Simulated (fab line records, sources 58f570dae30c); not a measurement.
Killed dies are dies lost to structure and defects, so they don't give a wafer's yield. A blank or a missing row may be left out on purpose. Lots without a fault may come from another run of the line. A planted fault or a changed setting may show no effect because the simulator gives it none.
fab line records | flow berkeley_cmos170
record lots=14 wafers=42 last_day=13
route steps=331 shown NWELL@28
lots that met no fault: from a run of the same line without faults
start_h: hours from the record's first day to the start of the lot's first wafer shown | wait_h: hours since the lot's step before | " the same as in the row above | L1.1+2: a row that stands for several wafers | - no value, or no start given | * or withheld: withheld | < > ~ a bound
route shown NAME@n: a module of which the file shows steps, and the number in the route of the first | usual: mean/standard deviation of fault-free wafers | same: alike in all rows | chamber/n: place in a boat | sites: the reading at each site | _std_site: their standard deviation | _edge_site: outer sites' mean less inner sites' | radius_mm: how far each site lies from the wafer's centre | mask NAME#n: copy n | behind: the tool/chamber that last shaped the wafer | hold: why the lot was held/for how many hours/how that ended | device: the transistor (n, p or np) that didn't switch | end of line: the same wafers' tests at the end of the route | a step without rows: its recipe alone | killed: dies lost to structure and defects at the first sort, not the wafer's yield | map: a wafer's dies, x killed, . not, _ none there
set.NAME: the setting as run; set.NAME@STEP: as run at that earlier step | model.NAME: the simulator's own value behind a step, which no gauge read
steps of the route over a sample of lots; a table a step, a row a wafer
services: from which hour (start_h, from the record's first day; less than 0 if before it) a tool's chamber was out of use, for how many hours, and why
## steps
# step UCB170_NWELL_IMPLANT_14
# recipe species=P dose_cm2=1e+13 energy_kev=148.9 tilt_deg=7
# usual dose_ions_cm2=9.999e+12/1.1e+10 faraday_current_uA=31.7/0.61
# columns lot.wafer tool chamber start_h wait_h dose_ions_cm2 faraday_current_uA
L807.1 implanter-01 0 30.37 0.1 1.0004e+13 31.9
L807.4 " 0 " " 1.0007e+13 31.0
L807.5 " 0 " " 1.0012e+13 31.6
L808.1 implanter-03 0 43.56 0.1 9.979e+12 31.1
L808.2 " 0 " " 9.992e+12 31.5
L808.5 " 0 " " 9.99e+12 31.7
L810.2 implanter-03 0 71.76 0.1 9.999e+12 31.2
L810.5 " 0 " " 1.001e+13 31.2
L810.6 " 0 " " 9.994e+12 32.2
L813.1 implanter-03 0 79.14 0.1 1.0008e+13 31.5
L813.2 " 0 " " 1e+13 31.5
L813.5 " 0 " " 1.0008e+13 31.7
L814.3 implanter-03 0 79.47 0.1 1.0008e+13 32.2
L814.4 " 0 " " 9.99e+12 32.8
L814.5 " 0 " " 9.997e+12 31.5
L817.3 implanter-01 0 96.95 0.1 9.995e+12 31.1
L817.4 " 0 " " 1.0002e+13 32.0
L817.6 " 0 " " 1.001e+13 32.5
L816.1 implanter-04 0 97.17 0.1 1.0002e+13 32.9
L816.2 " 0 " " 1.0002e+13 31.3
L816.5 " 0 " " 9.995e+12 31.4
L818.1 implanter-03 0 97.26 0.1 1.0006e+13 30.2
L818.3 " 0 " " 9.996e+12 31.9
L818.4 " 0 " " 1.0007e+13 31.0
L819.2 implanter-01 0 113.24 0.1 1.0024e+13 31.0
L819.4 " 0 " " 1.0015e+13 32.4
L819.6 " 0 " " 1.0012e+13 31.2
L822.2 implanter-03 0 120.45 0.1 1.0015e+13 31.2
L822.4 " 0 " " 1.0015e+13 31.2
L822.5 " 0 " " 1.0011e+13 30.6
L825.2 implanter-03 0 127.99 0.1 9.193e+12 29.4
L825.3 " 0 " " 9.197e+12 28.4
L825.6 " 0 " " 9.211e+12 28.9
L826.2 implanter-03 0 133.51 0.1 9.195e+12 29.7
L826.3 " 0 " " 9.202e+12 30.0
L826.4 " 0 " " 9.18e+12 28.7
L829.1 implanter-01 0 147.73 0.1 9.992e+12 31.1
L829.2 " 0 " " 1.001e+13 30.5
L829.3 " 0 " " 9.993e+12 31.5
L830.1 implanter-04 0 155.71 0.1 9.999e+12 32.6
L830.2 " 0 " " 1e+13 31.5
L830.3 " 0 " " 9.999e+12 31.8
# step UCB170_NWELL_TW_MEAS_16
# usual NWELL_TW=1250/6
# columns lot.wafer tool chamber start_h wait_h NWELL_TW
L807.1 film_metro-01 - 30.62 0.1 1239
L807.4 " - " " 1253
L807.5 " - " " 1251
L808.1 film_metro-01 - 43.81 0.1 1249
L808.2 " - " " 1247
L808.5 " - " " 1244
L810.2 film_metro-02 - 71.99 0.1 1246
L810.5 " - " " 1262
L810.6 " - " " 1258
L813.1 film_metro-02 - 79.39 0.1 1251
L813.2 " - " " 1249
L813.5 " - " " 1252
L814.3 film_metro-02 - 79.69 0.1 1249
L814.4 " - " " 1250
L814.5 " - " " 1251
L817.3 film_metro-01 - 97.17 0.1 1257
L817.4 " - " " 1257
L817.6 " - " " 1268
L816.1 film_metro-02 - 97.42 0.1 1256
L816.2 " - " " 1260
L816.5 " - " " 1257
L818.1 film_metro-03 - 97.51 0.1 1252
L818.3 " - " " 1255
L818.4 " - " " 1248
L819.2 film_metro-01 - 113.47 0.1 1254
L819.4 " - " " 1254
L819.6 " - " " 1254
L822.2 film_metro-01 - 120.68 0.1 1244
L822.4 " - " " 1239
L822.5 " - " " 1246
L825.2 film_metro-03 - 128.23 0.1 1217
L825.3 " - " " 1217
L825.6 " - " " 1216
L826.2 film_metro-03 - 133.75 0.1 1214
L826.3 " - " " 1219
L826.4 " - " " 1209
L829.1 film_metro-01 - 147.98 0.1 1249
L829.2 " - " " 1244
L829.3 " - " " 1247
L830.1 film_metro-01 - 155.96 0.1 1241
L830.2 " - " " 1243
L830.3 " - " " 1242
## services
# columns tool chamber start_h hours kind
implanter-03 - 12.79 8.3 repair
implanter-03 - 15.72 3.6 repair
implanter-04 - 40.60 19.1 repair
implanter-01 - 54.26 3.0 repair
implanter-04 - 104.43 1.9 repair
implanter-04 - 151.97 3.0 pm
## key
first_sign step=UCB170_NWELL_IMPLANT_14 reading=dose_ions_cm2 direction=down sigmas=74 usual=9.999e+12 struck=9.196e+12
effect step=UCB170_NWELL_IMPLANT_14 reading=faraday_current_uA direction=down sigmas=4.2 usual=31.7 struck=29.2
effect step=UCB170_NWELL_TW_MEAS_16 reading=NWELL_TW direction=down sigmas=5.8 usual=1250 struck=1216
met_at UCB170_NWELL_IMPLANT_14
struck_lots L825,L826
tester_left_out L825,L826
onset_between 120.45 127.99
fault kind=process_parameter_drift tool=implanter-03 chamber=- onset_h=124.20 steps=UCB170_NWELL_IMPLANT_14 channel=dose_cm2 offset=-8e+11 shape=step end_h=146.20 acts_in=these_recipes_only stated=1e+13
# tester_left_out: of these lots the tester's yield and bins aren't shown, on N5 and GAA mostly nor the transistor test; their killed dies are dies lost to structure and defects alone, not to doping, threshold or leakage, so they don't give the yield
